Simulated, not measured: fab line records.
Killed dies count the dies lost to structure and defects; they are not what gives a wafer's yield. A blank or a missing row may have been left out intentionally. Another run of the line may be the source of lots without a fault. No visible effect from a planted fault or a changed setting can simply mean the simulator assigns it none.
Problem report in the 8D (eight disciplines) form, filled by code / flow rit cmos / the parts of the form that need people (team, actions taken, sign-off) are left out

1. WHAT IS WRONG
Wafers free of any fault read 248.0 nm (standard deviation 2.9) for GATE_POLY_THK at RIT_GATE_THK_MEAS_09, against a mean of 356.3 nm on 6 wafers of 2 lots. That puts it +37 standard deviations away from the usual mean.
Seen first at day 6 23:59 on film metro-03, wafer L930.1. The record has a number at this step for 42 wafers belonging to 14 lots. The rule behind "out" and "out of limits": a value lying over 4 standard deviations away from the usual mean. The other wafers with a number count as sound.

2. WHAT THIS IS AND IS NOT
question=which readings at this step | is=GATE_POLY_THK | is not=-
question=which lots | is=L930, L931 | is not=L910, L911, L912, L913, L914, L915, L918, L919, L921, L923, L925, L932
question=which wafers of those lots | is=all that have a number | is not=-
question=read on which gauges | is=film metro-02, film metro-03 | is not=film metro-01
question=when | is=from day 6 23:59 | is not=up to then (33 sound wafers); but 3 sound wafers of L932 came after

3. WHAT RULES OUT EACH SUSPECT
Counting: any tool at a process step up to the reading is kept as a suspect provided that every lot that is out went through it and no sound lot did after the first of them.
- ruled out: the gauge at RIT_GATE_THK_MEAS_09. 2 gauges (film metro-02, film metro-03) read the wafers that are out.
- lpcvd-01 at RIT_GATE_CVD_08 (deposits poly-Si from SiH4, target thk 250 nm, time 2220 s): kept. All lots that are out passed through it, beginning with L930 at day 6 22:22, and no sound lot followed; its final sound lot before that point was L925 at day 5 19:47. On those wafers its own readings are out: spike tc centre C, spike tc source C, susceptor temp C.
The count leaves lpcvd-01 at RIT_GATE_CVD_08.

4. THE CAUSE (what the simulator had put in)
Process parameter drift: lpcvd-01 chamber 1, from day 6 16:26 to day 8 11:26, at RIT_GATE_CVD_08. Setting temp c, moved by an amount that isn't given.
Counting left only this tool.

5. THE CHAIN OF EFFECTS, in route order
One row per reading whose mean, taken over the struck wafers that have a number, lies over 3 standard deviations from the usual. Only readings for which the record gives a usual standard deviation are gone through. hours: the time from each lot's start at the first step in this table that gives one to its start at this step, as a median over the lots. sigmas: the change in usual standard deviations.
hours=0; step=RIT_GATE_CVD_08; reading=spike tc centre C; usual=611.5 C; on struck wafers=625.8; change=+14.3; sigmas=+13
hours=0; step=RIT_GATE_CVD_08; reading=spike tc source C; usual=630.3 C; on struck wafers=646.9; change=+16.6; sigmas=+9.2
hours=0; step=RIT_GATE_CVD_08; reading=susceptor temp C; usual=609.96 C; on struck wafers=625.09; change=+15.13; sigmas=+54
hours=2; step=RIT_GATE_THK_MEAS_09; reading=GATE_POLY_THK; usual=248.0 nm; on struck wafers=356.3; change=+108.3; sigmas=+37
hours=3; step=RIT_GATE_ETCH_19; reading=oes product au; usual=0.843 a.u.; on struck wafers=0.990; change=+0.147; sigmas=+11
hours=23; step=RIT_M1_PROBE_99; reading=killed at front end; usual=8; on struck wafers=264; change=+256; sigmas=+83
hours=23; step=RIT_M1_PROBE_99; reading=killed dies; usual=8; on struck wafers=264; change=+256; sigmas=+80
hours=23; step=RIT_M1_PROBE_99; reading=killed on rim; usual=2.1; on struck wafers=70.0; change=+67.9; sigmas=+42
The process steps in it:
- RIT_GATE_CVD_08: deposits poly-Si from SiH4, target thk 250 nm, time 2220 s.
- RIT_GATE_ETCH_19: etches poly-Si in SF6/CHF3/O2, stops on SiO2, time 165 s, target depth 312.5 nm.
- RIT_M1_PROBE_99

6. WHAT WOULD HAVE CAUGHT IT SOONER
8 hours passed between the start of the fault at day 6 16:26 and the first reading out of limits at a measuring or inspecting step in this record, taken at day 6 23:59.
The tool's own readings at RIT_GATE_CVD_08 were out on every struck wafer that the step has a row for (spike tc centre C, spike tc source C, susceptor temp C): an alarm limit on them would have fired on the first of those.
Of the lots that are out (2), L931 began RIT_GATE_CVD_08 on lpcvd-01 after day 6 23:59. Putting the tool on hold at that point would have spared it.
